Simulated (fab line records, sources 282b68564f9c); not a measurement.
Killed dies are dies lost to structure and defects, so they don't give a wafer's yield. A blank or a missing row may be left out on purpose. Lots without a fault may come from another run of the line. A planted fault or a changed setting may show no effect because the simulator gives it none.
fab line records | flow rit_cmos
record lots=6 wafers=18 last_day=6
route steps=202 shown PLDD@116 SPACER@125
lots that met no fault: from a run of the same line without faults
start_h: hours from the record's first day to the start of the lot's first wafer shown | wait_h: hours since the lot's step before | " the same as in the row above | L1.1+2: a row that stands for several wafers | - no value, or no start given | * or withheld: withheld | < > ~ a bound
route shown NAME@n: a module of which the file shows steps, and the number in the route of the first | usual: mean/standard deviation of fault-free wafers | same: alike in all rows | chamber/n: place in a boat | sites: the reading at each site | _std_site: their standard deviation | _edge_site: outer sites' mean less inner sites' | radius_mm: how far each site lies from the wafer's centre | mask NAME#n: copy n | behind: the tool/chamber that last shaped the wafer | hold: why the lot was held/for how many hours/how that ended | device: the transistor (n, p or np) that didn't switch | end of line: the same wafers' tests at the end of the route | a step without rows: its recipe alone | killed: dies lost to structure and defects at the first sort, not the wafer's yield | map: a wafer's dies, x killed, . not, _ none there
set.NAME: the setting as run; set.NAME@STEP: as run at that earlier step | model.NAME: the simulator's own value behind a step, which no gauge read
lots at some steps of the route; a table a step, a row a wafer
services: from which hour (start_h, from the record's first day; less than 0 if before it) a tool's chamber was out of use, for how many hours, and why
## steps
# step RIT_PLDD_SOFTBAKE_02
# recipe resist=NOVOLAK temp_c=90 time_s=60
# step RIT_PLDD_EXPOSE_03
# recipe mask_id=M8 na=0.57 target_cd_nm=40900 dose_mj=250
# step RIT_PLDD_PEB_04
# recipe resist=NOVOLAK temp_c=withheld time_s=withheld
# step RIT_PLDD_DEVELOP_05
# recipe resist=NOVOLAK develop_time_s=50 dev_temp_c=23
# step RIT_PLDD_OVL_MEAS_06
# usual PLDD_OVL=-1.6/1.6
# columns lot.wafer tool chamber start_h wait_h PLDD_OVL[nm]
L292.1 overlay-01 - 48.67 - -2.7
L292.5 " - " " -3.4
L292.6 " - " " -3.4
L294.3 overlay-01 - 58.11 - -1.0
L294.4 " - " " -0.5
L294.6 " - " " -0.5
L305.4 overlay-01 - 114.60 - -1.5
L305.5 " - " " 0.2
L305.6 " - " " -2.0
L306.2 overlay-02 - 121.71 - -3.0
L306.5 " - " " -1.4
L306.6 " - " " -0.7
L309.2 overlay-01 - 132.41 - -3.3
L309.3 " - " " -2.8
L309.5 " - " " -1.3
L310.1 overlay-01 - 138.92 - -1.0
L310.2 " - " " -2.7
L310.6 " - " " -1.8
# step RIT_PLDD_HARDBAKE_07
# recipe resist=NOVOLAK temp_c=140 time_s=60
# step RIT_PLDD_IMPLANT_08
# recipe species=BF2 energy_kev=20 dose_cm2=9e+14 tilt_deg=7
# step RIT_PLDD_STRIP_09
# recipe chemistry=O2 time_s=180 resist=NOVOLAK platen_temp_c=withheld power_w=500 pressure_mtorr=4000 o2_flow_sccm=4000
# usual drypump_motor_current_A=5.5/0.56 rf_refl_power_W=5.5/0.99
# columns lot.wafer tool chamber start_h wait_h drypump_motor_current_A rf_hours_counter_h rf_refl_power_W
L292.1 plasma_asher-01 0 49.01 0.1 5.7 25 4.8
L292.5 " 1 " " 4.9 - 5.6
L292.6 " 0 " " 5.7 - 4.9
L294.3 plasma_asher-03 1 58.49 0.1 5.9 - 4.3
L294.4 " 0 " " 4.9 - 5.8
L294.6 " 1 " " 5.9 - 4.6
L305.4 plasma_asher-03 1 114.98 0.1 5.9 - 4.7
L305.5 " 0 " " 4.9 - 6.1
L305.6 " 1 " " 5.9 - 4.9
L306.2 plasma_asher-01 1 122.04 0.1 4.9 33 5.5
L306.5 " 1 " " 4.9 - 5.6
L306.6 " 0 " " 5.8 - 4.6
L309.2 plasma_asher-04 0 132.94 0.1 6.3 52 8.3
L309.3 " 0 " " 6.3 - 7.9
L309.5 " 1 " " 6.3 - 5.3
L310.1 plasma_asher-01 0 139.26 0.1 5.7 35 4.7
L310.2 " 1 " " 4.9 35 5.4
L310.6 " 0 " " 5.7 - 4.9
# step RIT_PLDD_TW_MEAS_10
# usual PLDD_TW=2362/16
# columns lot.wafer tool chamber start_h wait_h PLDD_TW
L292.1 film_metro-04 - 49.18 0.1 2378
L292.5 " - " " 2383
L292.6 " - " " 2378
L294.3 film_metro-04 - 58.63 0.1 2368
L294.4 " - " " 2368
L294.6 " - " " 2380
L305.4 film_metro-03 - 115.12 0.1 2379
L305.5 " - " " 2383
L305.6 " - " " 2389
L306.2 film_metro-03 - 122.22 0.1 2358
L306.5 " - " " 2354
L306.6 " - " " 2366
L309.2 film_metro-01 - 133.13 0.1 2332
L309.3 " - " " 2354
L309.5 " - " " 2337
L310.1 film_metro-03 - 139.43 0.1 2361
L310.2 " - " " 2362
L310.6 " - " " 2374
# step RIT_SPACER_CLEAN_00
# recipe chemistry=SC1 mix=3:3:50 time_s=600 temp_c=75
# step RIT_SPACER_CLEAN_01
# recipe chemistry=dHF dilution=50:1 time_s=30
# step RIT_SPACER_CLEAN_02
# recipe chemistry=SC2 mix=3:3:50 time_s=600 temp_c=75 dry=n2_spin
# step RIT_SPACER_CVD_03
# recipe material=Si3N4 target_thk_nm=250 temp_c=810 precursor=SiH2Cl2/NH3 time_s=3300 pressure_mtorr=300 sih2cl2_flow_sccm=60 nh3_flow_sccm=150
# usual nh3_flow_sccm=150.0/0.45 spike_tc_centre_C=812.3/1.1 zone_power_centre_pct=35.6/2.2
# columns lot.wafer tool chamber start_h wait_h nh3_flow_sccm spike_tc_centre_C zone_power_centre_pct model.Si3N4_of_SPACER_CVD_03.thk_nm
L292.1 lpcvd-02 1 49.64 0.0 149.5 811.5 35.5 249.2
L292.5 " 1 " " 149.4 812.4 35.8 246.6
L292.6 " 1 " " 149.8 811.5 35.8 247.2
L294.3 lpcvd-01 0 59.05 0.0 150.4 813.1 35.8 250.2
L294.4 " 0 " " 150.2 812.0 35.7 250.9
L294.6 " 0 " " 150.2 814.2 35.7 250.3
L305.4 lpcvd-02 1 115.85 0.3 225.6 812.6 35.7 333.4
L305.5 " 1 " " 225.6 811.9 35.3 332.4
L305.6 " 1 " " 225.5 811.0 35.3 332.1
L306.2 lpcvd-02 1 122.66 0.0 224.5 812.0 35.4 332.8
L306.5 " 1 " " 225.0 812.2 35.4 333.3
L306.6 " 1 " " 224.9 814.1 35.0 332.8
L309.2 lpcvd-01 0 133.55 0.0 150.5 812.9 35.4 247.2
L309.3 " 0 " " 149.7 813.7 36.6 248.4
L309.5 " 0 " " 149.9 812.8 36.3 247.2
L310.1 lpcvd-01 0 140.24 0.4 150.8 812.7 36.1 246.2
L310.2 " 0 " " 150.1 812.8 36.2 246.6
L310.6 " 0 " " 150.7 811.7 35.7 244.3
# step RIT_SPACER_THK_MEAS_04
# recipe reads=Si3N4_of_SPACER_CVD_03
# usual SPACER_NITRIDE_THK=247.8/2.6
# columns lot.wafer tool chamber start_h wait_h hold SPACER_NITRIDE_THK[nm]
L292.1 film_metro-04 - 51.56 0.0 - 249.0
L292.5 " - " " - 246.6
L292.6 " - " " - 247.1
L294.3 film_metro-04 - 60.99 0.0 - 250.4
L294.4 " - " " - 250.9
L294.6 " - " " - 250.3
L305.4 film_metro-04 - 117.79 0.0 await_dispo/0.2h/release 333.4
L305.5 " - " " await_dispo/0.2h/release 332.4
L305.6 " - " " await_dispo/0.2h/release 332.2
L305.4 film_metro-04 - 118.02 0.2 - 333.5
L305.5 " - " " - 332.4
L305.6 " - " " - 332.2
L306.2 film_metro-01 - 124.58 0.0 await_dispo/0.2h/release 332.8
L306.5 " - " " await_dispo/0.2h/release 333.5
L306.6 " - " " await_dispo/0.2h/release 332.9
L306.2 film_metro-01 - 124.81 0.2 - 333.0
L306.5 " - " " - 333.1
L306.6 " - " " - 332.6
L309.2 film_metro-04 - 135.47 0.0 - 247.2
L309.3 " - " " - 248.3
L309.5 " - " " - 247.3
L310.1 film_metro-02 - 142.15 0.0 - 246.1
L310.2 " - " " - 246.6
L310.6 " - " " - 244.2
# step RIT_SPACER_ETCHBACK_05
# recipe target_depth_a=2500 SF6_flow_sccm=30 CHF3_flow_sccm=30 target=Si3N4 chemistry=SF6/CHF3 pressure_mtorr=40 rf_w=250 time_s=240 stop_on=SiO2
# usual SF6_flow_sccm=30.01/0.081 drypump_motor_current_A=5.7/0.34 oes_product_au=0.839/0.018 throttle_valve_pct=10.34/0.2
# columns lot.wafer tool chamber start_h wait_h hold SF6_flow_sccm drypump_motor_current_A oes_product_au rf_hours_counter_h throttle_valve_pct model.etch.depth_nm model.Si3N4_of_SPACER_CVD_03.thk_nm
L292.1 rie_diel-01 3 51.62 0.1 - 30.02 6.2 0.846 2 10.04 249.2 195.4
L292.5 " 1 " " - 29.87 5.6 0.835 - 10.56 246.6 192.7
L292.6 " 0 " " - 29.97 5.6 0.874 - 10.55 247.2 193.5
L294.3 rie_diel-04 0 61.03 0.0 - 29.92 6.3 0.862 7 10.40 250.2 196
L294.4 " 1 " " - 30.02 5.3 0.851 2 10.35 250.9 197
L294.6 " 1 " " - 30.03 5.3 0.849 - 10.36 250.3 196.8
L305.4 rie_diel-02 2 120.88 2.9 await_dispo/2.8h/release 29.97 5.6 0.995 114 10.09 310.8 261.7
L305.5 " 2 " " await_dispo/2.8h/release 29.94 5.6 1.004 - 10.10 312.6 260.6
L305.6 " 3 " " await_dispo/2.8h/release 29.97 5.2 0.980 - 10.64 313 260.2
L306.2 rie_diel-01 1 127.53 2.7 await_dispo/2.7h/release 30.03 5.6 1.022 87 10.63 320.8 259
L306.5 " 3 " " await_dispo/2.7h/release 29.92 6.2 1.001 - 10.11 314 260.9
L306.6 " 0 " " await_dispo/2.7h/release 30.04 5.6 1.041 - 10.62 316.2 260
L309.2 rie_diel-02 0 135.52 0.0 - 30.14 5.9 0.815 141 10.29 247.2 193.6
L309.3 " 2 " " - 29.92 5.6 0.842 114 10.05 248.4 195.2
L309.5 " 2 " " - 29.93 5.6 0.835 - 10.05 247.2 194.2
L310.1 rie_diel-02 1 142.21 0.1 - 29.95 5.2 0.825 28 10.28 246.2 193.8
L310.2 " 0 " " - 29.94 5.9 0.815 142 10.32 246.6 193.6
L310.6 " 3 " " - 30.08 5.3 0.812 - 10.58 244.3 191.6
## services
# columns tool chamber start_h hours kind
rie_diel-02 - 37.16 0.4 repair
rie_diel-04 - 67.93 1.0 repair
rie_diel-04 - 73.75 15.6 pm
rie_diel-01 3 85.81 8.4 repair
rie_diel-02 1 97.48 7.5 repair
plasma_asher-01 - 98.37 0.4 repair
plasma_asher-01 - 103.03 2.8 pm
rie_diel-02 1 105.38 5.0 repair
rie_diel-02 3 124.14 9.1 repair
plasma_asher-04 - 125.04 2.2 repair
## key
first_sign step=RIT_SPACER_CVD_03 reading=nh3_flow_sccm direction=up sigmas=99+ usual=150.0 struck=225.2
effect step=RIT_SPACER_THK_MEAS_04 reading=visit direction=added
effect step=RIT_SPACER_THK_MEAS_04 reading=SPACER_NITRIDE_THK direction=up sigmas=33 usual=247.8 struck=332.8
effect step=RIT_SPACER_ETCHBACK_05 reading=oes_product_au direction=up sigmas=9.6 usual=0.839 struck=1.007
model_effect step=RIT_SPACER_CVD_03 value=Si3N4_of_SPACER_CVD_03.thk_nm without=243.5 struck=332.8
model_effect step=RIT_SPACER_ETCHBACK_05 value=etch.depth_nm without=243.5 struck=314.6
met_at RIT_SPACER_CVD_03
struck_wafers L305.4,L305.5,L305.6,L306.2,L306.5,L306.6
later_rows_left_out L305.4,L305.5,L305.6,L306.2,L306.5,L306.6
sort_left_out L305.4,L305.5,L305.6,L306.2,L306.5,L306.6
tester_left_out L305,L306
onset_between 49.64 115.85
fault kind=process_parameter_drift tool=lpcvd-02 chamber=- onset_h=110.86 steps=RIT_SPACER_CVD_03 channel=nh3_flow_sccm offset=75 shape=step end_h=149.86 acts_in=these_recipes_only stated=150
# tester_left_out: of these lots the tester's yield and bins aren't shown, on N5 and GAA mostly nor the transistor test; their killed dies are dies lost to structure and defects alone, not to doping, threshold or leakage, so they don't give the yield
# sort_left_out: the simulated sort isn't trusted on such a fault, so these wafers' sort isn't shown, and their yield isn't known
# later_rows_left_out: the simulator's readings of these wafers behind a module that went badly wrong aren't trusted and aren't shown, but for the sort
